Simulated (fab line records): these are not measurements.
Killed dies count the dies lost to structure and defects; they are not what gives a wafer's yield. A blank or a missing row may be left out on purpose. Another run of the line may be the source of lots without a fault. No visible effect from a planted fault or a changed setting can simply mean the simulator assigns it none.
Split-lot trial | flow rit-cmos | route with 202 steps; 5 lots, 23 wafers read

## THE SPLIT ITSELF
At RIT_CONTACT_CVD_00 (deposits SiO2 from TEOS, target thk 400 nm, time 61 s), the setting time-s was moved away from the recipe's 61 s on 9 of the 23 wafers read, by -10.0% to +9.3%. This setting was run at the recipe's value on the other wafers.

There is no step in the file separating the split from the reading.

## THE READING
Values of CONTACT_TEOS_THK in nm from RIT_CONTACT_THK_MEAS_01. A value of 400 nm with a standard deviation of 4.7 nm is what fault-free wafers of this fab line usually give.

wafer  | tool, chamber at the split | time-s as run, s | against the recipe | CONTACT_TEOS_THK, nm | against lot-mates on the recipe
L075.2 | pecvd-01, 1,2              | 61               | recipe             | 403                  | -
L075.3 | pecvd-01, 1,2              | 61               | recipe             | 397                  | -
L075.4 | pecvd-01, 2                | 54.88            | -10.0%             | 362                  | -41
L075.5 | pecvd-01, 0                | 61               | recipe             | 410                  | -
L075.6 | pecvd-01, 1                | 54.88            | -10.0%             | 367                  | -36
L077.1 | pecvd-02, 0                | 55.81            | -8.5%              | 361                  | -36
L077.3 | pecvd-02, 1                | 61               | recipe             | 392                  | -
L077.4 | pecvd-02, 1,2              | 55.81            | -8.5%              | 370                  | -28
L077.5 | pecvd-02, 0                | 61               | recipe             | 403                  | -
L077.6 | pecvd-02, 1,2              | 55.81            | -8.5%              | 365                  | -32
L076.1 | pecvd-03, 1,2              | 61               | recipe             | 394                  | -
L076.3 | pecvd-03, 2                | 63.91            | +4.8%              | 414                  | +15
L076.4 | pecvd-03, 1                | 63.91            | +4.8%              | 422                  | +23
L076.5 | pecvd-03, 0                | 61               | recipe             | 400                  | -
L076.6 | pecvd-03, 1,2              | 61               | recipe             | 402                  | -
L078.1 | pecvd-01, 0                | 66.7             | +9.3%              | 438                  | +45
L078.2 | pecvd-01, 2                | 61               | recipe             | 393                  | -
L078.3 | pecvd-01, 1                | 61               | recipe             | 390                  | -
L078.4 | pecvd-01, 1                | 61               | recipe             | 397                  | -
L078.6 | pecvd-01, 0                | 66.7             | +9.3%              | 438                  | +45
L079.4 | pecvd-02, 2                | 61               | recipe             | 408                  | -
L079.5 | pecvd-02, 1                | 61               | recipe             | 403                  | -
L079.6 | pecvd-02, 0                | 61               | recipe             | 399                  | -
The file does not say which wafer passed through which chamber wherever a row lists several chambers: such a row stands for several wafers.

FIT RESULTS
A straight line over all 23 wafers: CONTACT_TEOS_THK changes by +3.88 nm for each +1% of time-s; r = +0.97; the points scatter about the line by 5.3 nm.
The same after taking each lot's own level away (the mean of its wafers on the recipe; 23 wafers): +4.13 nm for each +1%; r = +0.98; scatter 4.5 nm.
On that fit, the largest move of time-s shifts the reading by 41 nm.
The lots' own levels span 393.3 to 403.3 nm, that is 2.1 times the standard deviation above.
The two slopes agree, so the slope changes little with the lot-to-lot level.
Check: -40.1 nm against its lot-mates is what the line predicts for one of the wafers moved furthest among these (-10.0%) when that wafer is left out of the fit. Against them it came out at -41.3 nm.

## FURTHER SPLITS ON THESE WAFERS
Other splits were also applied to these wafers ahead of the reading. Each is held against what the fit with the lots' levels taken away leaves over:
other split on the same wafers  | wafers away from the commonest value | r with CONTACT_TEOS_THK (lot level and that fit taken away)
RIT_SPACER_CVD_03 time-s        | 5                                    | -0.08
RIT_NSD_IMPLANT_08 dose-cm2     | 11                                   | -0.17
RIT_PSD_IMPLANT_08 energy-kev   | 2                                    | +0.27
RIT_SILICIDE_SPUTTER_01 power-w | 10                                   | +0.08

## THE WHOLE CHAIN: every reading that the file lists as answering this split, in the file's order
step                    | what it does                                                                | reading                                                                        | change (the file's fit)              | r (the file's)
RIT_CONTACT_CVD_00      | deposits SiO2 from TEOS, target thk 400 nm, time 61 s                       | SiO2_of_CONTACT_CVD_00.thk-nm (the simulator's own value, which no gauge read) | +4.19 nm for each +1% of the setting | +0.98
RIT_CONTACT_THK_MEAS_01 |                                                                             | CONTACT_TEOS_THK                                                               | +4.14 for each +1% of the setting    | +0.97
RIT_CONTACT_ETCH_11     | etches SiO2 in CHF3/CF4/Ar, stops on TiSi2, target depth 480 nm, time 320 s | etch.depth-nm (the simulator's own value, which no gauge read)                 | +4.19 nm for each +1% of the setting | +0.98
RIT_CONTACT_ETCH_11     | etches SiO2 in CHF3/CF4/Ar, stops on TiSi2, target depth 480 nm, time 320 s | CONTACT.feature-depth-nm (the simulator's own value, which no gauge read)      | +4.13 nm for each +1% of the setting | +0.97

## FILE'S OWN FIT
CONTACT_TEOS_THK changes by +4.14 nm for each +1% of time-s, r = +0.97.
